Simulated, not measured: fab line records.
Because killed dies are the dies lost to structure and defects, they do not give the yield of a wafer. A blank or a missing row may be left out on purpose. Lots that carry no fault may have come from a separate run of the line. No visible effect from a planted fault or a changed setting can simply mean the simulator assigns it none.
Which tool did it?	flow ritCmos	21 wafers from 7 lots sampled at 2 of the route's 202 steps

## WHAT THE GAUGES READ, wafer by wafer
RIT_PRETRO_OVL_MEAS_06.
lot	measured	on	PRETRO_OVL (nm)
L428	day 2 19:44	overlay-01	-1.0 -1.7 -1.7
L431	day 3 10:54	overlay-01	-1.9 -3.2 -3.2
L433	day 3 20:38	overlay-01	-4.2 -3.1 -3.2
L435	day 4 04:26	overlay-01	-1.7 -0.4 -3.0
L438	day 4 21:17	overlay-01	0.0 1.1 0.0
L442	day 5 17:50	overlay-02	-1.8 0.1 -1.2
L446	day 6 11:28	overlay-02	-3.0 -2.1 -3.6

## WHICH TOOL RAN EACH LOT (tool, then ch and the chambers of the sampled wafers, then the start)
lot	RIT_NWELL_STRIP_09
L428	plasmaAsher-03 ch 0,1, day 2 09:53
L431	plasmaAsher-03 ch 0,1, day 3 00:35
L433	plasmaAsher-04 ch 0,1, day 3 10:25
L435	plasmaAsher-04 ch 0,1, day 3 18:40
L438	plasmaAsher-04 ch 0, day 4 11:19
L442	plasmaAsher-01 ch 0,1, day 5 07:52
L446	plasmaAsher-04 ch 0,1, day 6 01:44
- RIT_NWELL_STRIP_09: strips in O2, time 180 s.

## THE ANSWER, worked out from the rows above alone
Rule: the usual values come from the lots themselves. The widest of any qualifying gaps counts: lots, ordered by their means at a reading, are off when they make up no more than a third of the lots, leave a main group of 4 or more, and stand apart from it by 3 or more times the standard deviation of that group's means. The tables above print the reading to a certain number of digits; a main group whose means all agree to those digits is not used. A lot without any number at a reading at which 4 lots or more have one is off too. Any other lot the step has rows for is counted as sound.
Nothing can be told from this: no lot is off at any reading shown.

## WHAT THE SIMULATOR PUT IN
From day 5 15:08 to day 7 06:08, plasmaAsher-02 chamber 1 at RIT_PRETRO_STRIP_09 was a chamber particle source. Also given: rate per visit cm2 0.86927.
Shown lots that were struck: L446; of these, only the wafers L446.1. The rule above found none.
